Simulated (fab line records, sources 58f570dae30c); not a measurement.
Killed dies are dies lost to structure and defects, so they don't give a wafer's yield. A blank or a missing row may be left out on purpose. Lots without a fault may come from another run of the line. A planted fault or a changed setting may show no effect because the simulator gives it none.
fab line records | flow berkeley_cmos170
record lots=6 wafers=18 last_day=13
route steps=331 shown GATE@143 PLDD@145 NLDD@158
lots that met no fault: from a run of the same line without faults
start_h: hours from the record's first day to the start of the lot's first wafer shown | wait_h: hours since the lot's step before | " the same as in the row above | L1.1+2: a row that stands for several wafers | - no value, or no start given | * or withheld: withheld | < > ~ a bound
route shown NAME@n: a module of which the file shows steps, and the number in the route of the first | usual: mean/standard deviation of fault-free wafers | same: alike in all rows | chamber/n: place in a boat | sites: the reading at each site | _std_site: their standard deviation | _edge_site: outer sites' mean less inner sites' | radius_mm: how far each site lies from the wafer's centre | mask NAME#n: copy n | behind: the tool/chamber that last shaped the wafer | hold: why the lot was held/for how many hours/how that ended | device: the transistor (n, p or np) that didn't switch | end of line: the same wafers' tests at the end of the route | a step without rows: its recipe alone | killed: dies lost to structure and defects at the first sort, not the wafer's yield | map: a wafer's dies, x killed, . not, _ none there
set.NAME: the setting as run; set.NAME@STEP: as run at that earlier step | model.NAME: the simulator's own value behind a step, which no gauge read
lots at some steps of the route; a table a step, a row a wafer
## steps
# step UCB170_GATE_CD_MEAS_90
# recipe target_cd_nm=350
# usual cd_nm=349.6/1.4
# columns lot.wafer tool chamber start_h wait_h cd_nm
L239.2 cd_sem-02 - 170.80 0.1 348.5
L239.3 " - " " 348.6
L239.4 " - " " 349.2
L248.1 cd_sem-01 - 210.76 0.3 348.3
L248.3 " - " " 350.1
L248.6 " - " " 349.7
L249.1 cd_sem-02 - 219.42 0.1 348.6
L249.4 " - " " 348.6
L249.6 " - " " 347.2
L250.1 cd_sem-01 - 219.54 0.1 348.9
L250.4 " - " " 349.3
L250.5 " - " " 349.1
L253.2 cd_sem-02 - 244.07 0.1 348.5
L253.4 " - " " 351.5
L253.5 " - " " 350.2
L256.1 cd_sem-01 - 261.13 0.1 350.5
L256.3 " - " " 350.1
L256.6 " - " " 349.9
# step UCB170_GATE_CLEAN_17
# recipe chemistry=SPM temp_c=120 time_s=600
# step UCB170_PLDD_HMDS_00
# recipe prime_time_s=60 prime_temp_c=100
# step UCB170_PLDD_COAT_01
# recipe resist=KrF spin_rpm=1500 resist_thk_nm=900
# step UCB170_PLDD_SOFTBAKE_02
# recipe resist=KrF temp_c=130 time_s=60
# step UCB170_PLDD_EXPOSE_03
# recipe mask_id=PSELECT na=0.5 sigma_outer=0.6 source_shape=conventional target_cd_nm=1200 dose_mj=30
# step UCB170_PLDD_PEB_04
# recipe peb_temp_c=130 peb_time_s=withheld resist=KrF
# step UCB170_PLDD_DEVELOP_05
# recipe developer=TMAH develop_time_s=45 resist=KrF dev_temp_c=21
# step UCB170_PLDD_CD_MEAS_06
# recipe target_cd_nm=1200
# usual cd_nm=1200.0/1.3
# columns lot.wafer tool chamber start_h wait_h cd_nm
L239.2 cd_sem-01 - 172.18 - 1202.4
L239.3 " - " " 1202.2
L239.4 " - " " 1199.9
L248.1 cd_sem-02 - 212.10 - 1201.2
L248.3 " - " " 1202.7
L248.6 " - " " 1200.5
L249.1 cd_sem-01 - 221.32 - 1198.9
L249.4 " - " " 1198.6
L249.6 " - " " 1199.5
L250.1 cd_sem-02 - 221.48 - 1200.3
L250.4 " - " " 1200.6
L250.5 " - " " 1198.7
L253.2 cd_sem-02 - 245.77 - 1202.0
L253.4 " - " " 1200.4
L253.5 " - " " 1201.0
L256.1 cd_sem-01 - 262.62 - 1201.2
L256.3 " - " " 1201.9
L256.6 " - " " 1201.5
# step UCB170_PLDD_OVL_MEAS_07
# usual PLDD_OVL=-3/4.9
# columns lot.wafer tool chamber start_h wait_h PLDD_OVL[nm]
L239.2 overlay-01 - 172.29 0.1 10
L239.3 " - " " 6
L239.4 " - " " 6
L248.1 overlay-02 - 212.22 0.1 -4
L248.3 " - " " -6
L248.6 " - " " 2
L249.1 overlay-01 - 221.44 0.1 3
L249.4 " - " " 0
L249.6 " - " " -4
L250.1 overlay-02 - 221.60 0.1 -5
L250.4 " - " " -7
L250.5 " - " " -14
L253.2 overlay-01 - 245.88 0.1 4
L253.4 " - " " -5
L253.5 " - " " 1
L256.1 overlay-02 - 262.74 0.1 -4
L256.3 " - " " 3
L256.6 " - " " 0
# step UCB170_PLDD_IMPLANT_08
# recipe species=BF2 dose_cm2=5e+13 energy_kev=10 tilt_deg=7 rotation_deg=0
# step UCB170_PLDD_IMPLANT_09
# recipe species=BF2 dose_cm2=5e+13 energy_kev=10 tilt_deg=7 rotation_deg=180
# step UCB170_PLDD_STRIP_10
# recipe chemistry=O2 power_w=400 pressure_mtorr=3500 platen_temp_c=withheld o2_flow_sccm=400 overash_fraction=0.5
# usual chamber_pressure_mTorr=3500.1/3 drypump_motor_current_A=5.5/0.3 oes_product_au=0.734/0.0041 strip_time_to_endpoint_s=21.63/0.055
# columns lot.wafer tool chamber start_h wait_h chamber_pressure_mTorr drypump_motor_current_A oes_product_au rf_hours_counter_h strip_time_to_endpoint_s model.KrF_of_PLDD_COAT_01.thk_nm
L239.2 plasma_asher-04 0 172.62 0.1 3495.0 5.4 0.728 38 21.65 0
L239.3 " 0 " " 3505.0 5.4 0.742 - 21.66 0
L239.4 " 1 " " 3500.2 5.7 0.735 - 21.65 0
L248.1 plasma_asher-04 1 212.56 0.1 - - - - - 881.7
L248.3 " 0 " " - - - - - 879.9
L248.6 " 1 " " - - - - - 883
L249.1 plasma_asher-01 0 221.77 0.1 - - - - - 886.1
L249.4 " 0 " " - - - - - 885.4
L249.6 " 1 " " - - - - - 883.8
L250.1 plasma_asher-04 1 221.94 0.1 3499.9 5.7 0.732 43 21.73 0
L250.4 " 1 " " 3502.8 5.8 0.731 - 21.64 0
L250.5 " 0 " " 3503.4 5.4 0.735 - 21.69 0
L253.2 plasma_asher-01 1 246.21 0.1 3499.5 5.8 0.728 12 21.61 0
L253.4 " 0 " " 3501.9 5.0 0.729 - 21.61 0
L253.5 " 1 " " 3501.9 5.8 0.736 - 21.64 0
L256.1 plasma_asher-01 0 263.08 0.1 3508.1 5.0 0.730 14 21.58 0
L256.3 " 0 " " 3496.4 4.9 0.735 - 21.54 0
L256.6 " 0 " " 3497.9 5.0 0.732 - 21.62 0
# step UCB170_PLDD_TW_MEAS_11
# usual PLDD_TW=1012/9.9
# columns lot.wafer tool chamber start_h wait_h PLDD_TW
L239.2 film_metro-02 - 172.73 0.1 1028
L239.3 " - " " 1025
L239.4 " - " " 1033
L248.1 film_metro-04 - 212.66 0.1 1009
L248.3 " - " " 1010
L248.6 " - " " 1013
L249.1 film_metro-04 - 221.87 0.1 1008
L249.4 " - " " 1002
L249.6 " - " " 1008
L250.1 film_metro-02 - 222.04 0.1 1027
L250.4 " - " " 1037
L250.5 " - " " 1034
L253.2 film_metro-03 - 246.32 0.1 999
L253.4 " - " " 999
L253.5 " - " " 1000
L256.1 film_metro-04 - 263.18 0.1 1000
L256.3 " - " " 1009
L256.6 " - " " 1006
# step UCB170_PLDD_CLEAN_12
# recipe chemistry=SPM temp_c=120 time_s=600
# step UCB170_NLDD_HMDS_00
# recipe prime_time_s=60 prime_temp_c=100
# step UCB170_NLDD_COAT_01
# recipe resist=KrF spin_rpm=1500 resist_thk_nm=900
# step UCB170_NLDD_SOFTBAKE_02
# recipe resist=KrF temp_c=130 time_s=60
# step UCB170_NLDD_EXPOSE_03
# recipe mask_id=NSELECT na=0.5 sigma_outer=0.6 source_shape=conventional target_cd_nm=1200 dose_mj=30
# step UCB170_NLDD_PEB_04
# recipe peb_temp_c=130 peb_time_s=withheld resist=KrF
# step UCB170_NLDD_DEVELOP_05
# recipe developer=TMAH develop_time_s=45 resist=KrF dev_temp_c=21
# step UCB170_NLDD_CD_MEAS_06
# recipe target_cd_nm=1200
# usual cd_nm=1200.6/1.5
# columns lot.wafer tool chamber start_h wait_h cd_nm
L239.2 cd_sem-01 - 174.55 - 1202.4
L239.3 " - " " 1202.2
L239.4 " - " " 1200.5
L248.1 cd_sem-01 - 213.74 - 1199.7
L248.3 " - " " 1199.4
L248.6 " - " " 1197.8
L249.1 cd_sem-02 - 224.45 - 1198.8
L249.4 " - " " 1200.8
L249.6 " - " " 1199.1
L250.1 cd_sem-01 - 224.52 - 1203.5
L250.4 " - " " 1203.6
L250.5 " - " " 1203.5
L253.2 cd_sem-01 - 247.40 - 1198.2
L253.4 " - " " 1198.2
L253.5 " - " " 1198.6
L256.1 cd_sem-02 - 264.62 - 1200.5
L256.3 " - " " 1200.4
L256.6 " - " " 1200.1
# step UCB170_NLDD_OVL_MEAS_07
# usual NLDD_OVL=4/5.8
# columns lot.wafer tool chamber start_h wait_h NLDD_OVL[nm]
L239.2 overlay-02 - 174.66 0.1 -3
L239.3 " - " " 9
L239.4 " - " " 4
L248.1 overlay-02 - 213.86 0.1 10
L248.3 " - " " 6
L248.6 " - " " 2
L249.1 overlay-01 - 224.57 0.1 5
L249.4 " - " " 0
L249.6 " - " " 4
L250.1 overlay-01 - 224.64 0.1 12
L250.4 " - " " 13
L250.5 " - " " 12
L253.2 overlay-02 - 247.51 0.1 3
L253.4 " - " " 1
L253.5 " - " " 0
L256.1 overlay-01 - 264.74 0.1 -2
L256.3 " - " " 8
L256.6 " - " " 16
# step UCB170_NLDD_IMPLANT_08
# recipe species=As dose_cm2=5e+13 energy_kev=30 tilt_deg=7 rotation_deg=0
# step UCB170_NLDD_IMPLANT_09
# recipe species=As dose_cm2=5e+13 energy_kev=30 tilt_deg=7 rotation_deg=180
# step UCB170_NLDD_STRIP_10
# recipe chemistry=O2 power_w=400 pressure_mtorr=3500 platen_temp_c=withheld o2_flow_sccm=400 overash_fraction=0.5
# usual chamber_pressure_mTorr=3500/3.1 drypump_motor_current_A=5.5/0.35 oes_product_au=0.734/0.0047 strip_time_to_endpoint_s=21.64/0.057
# columns lot.wafer tool chamber start_h wait_h chamber_pressure_mTorr drypump_motor_current_A oes_product_au rf_hours_counter_h strip_time_to_endpoint_s
L239.2 plasma_asher-01 1 174.99 0.1 3503 5.8 0.731 5 21.62
L239.3 " 0 " " 3497 5.0 0.733 - 21.54
L239.4 " 1 " " 3501 5.8 0.741 - 21.58
L248.1 plasma_asher-04 1 214.19 0.1 3499 5.7 0.733 42 47.68
L248.3 " 1 " " 3507 5.7 0.739 - 47.63
L248.6 " 1 " " 3497 5.7 0.740 - 47.71
L249.1 plasma_asher-01 1 224.90 0.1 3504 5.8 0.736 10 47.80
L249.4 " 0 " " 3500 5.0 0.739 - 47.74
L249.6 " 0 " " 3500 5.0 0.736 - 47.75
L250.1 plasma_asher-04 1 224.98 0.1 3499 5.7 0.730 43 21.70
L250.4 " 0 " " 3496 5.4 0.740 - 21.70
L250.5 " 1 " " 3504 5.7 0.735 - 21.71
L253.2 plasma_asher-01 0 247.84 0.1 3501 5.0 0.733 13 21.70
L253.4 " 0 " " 3500 5.0 0.726 - 21.65
L253.5 " 0 " " 3497 5.0 0.733 - 21.67
L256.1 plasma_asher-02 1 265.08 0.1 3492 5.3 0.729 56 21.78
L256.3 " 0 " " 3499 5.9 0.732 - 21.68
L256.6 " 1 " " 3500 5.3 0.731 - 21.72
# step UCB170_NLDD_TW_MEAS_11
# usual NLDD_TW=2218/20
# columns lot.wafer tool chamber start_h wait_h NLDD_TW
L239.2 film_metro-03 - 175.10 0.1 2199
L239.3 " - " " 2196
L239.4 " - " " 2214
L248.1 film_metro-02 - 214.29 0.1 30
L248.3 " - " " 30
L248.6 " - " " 30
L249.1 film_metro-04 - 225.00 0.1 30
L249.4 " - " " 30
L249.6 " - " " 30
L250.1 film_metro-02 - 225.08 0.1 2250
L250.4 " - " " 2260
L250.5 " - " " 2261
L253.2 film_metro-03 - 247.95 0.1 2206
L253.4 " - " " 2202
L253.5 " - " " 2201
L256.1 film_metro-03 - 265.18 0.1 2194
L256.3 " - " " 2196
L256.6 " - " " 2216
# step UCB170_NLDD_CLEAN_12
# recipe chemistry=SPM temp_c=120 time_s=600
## key
first_sign step=UCB170_PLDD_STRIP_10 reading=tool_record direction=missing
effect step=UCB170_NLDD_STRIP_10 reading=strip_time_to_endpoint_s direction=up sigmas=99+ usual=* struck=*
effect step=UCB170_NLDD_TW_MEAS_11 reading=NLDD_TW direction=down sigmas=99+ usual=2218 struck=30
model_effect step=UCB170_PLDD_STRIP_10 value=KrF_of_PLDD_COAT_01.thk_nm without=0 struck=883.3
met_at UCB170_PLDD_STRIP_10
struck_wafers L248.1,L248.3,L248.6,L249.1,L249.4,L249.6
sort_left_out L248.1,L248.3,L248.6,L249.1,L249.4,L249.6
tester_left_out L248,L249
onset_between 172.62 212.56
fault kind=skipped_step_whole tool=plasma_asher-01,plasma_asher-04 chamber=- onset_h=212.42 steps=UCB170_PLDD_STRIP_10 scope=struck_lots_only
# tester_left_out: of these lots the tester's yield and bins aren't shown, on N5 and GAA mostly nor the transistor test; their killed dies are dies lost to structure and defects alone, not to doping, threshold or leakage, so they don't give the yield
# sort_left_out: the simulated sort isn't trusted on such a fault, so these wafers' sort isn't shown, and their yield isn't known
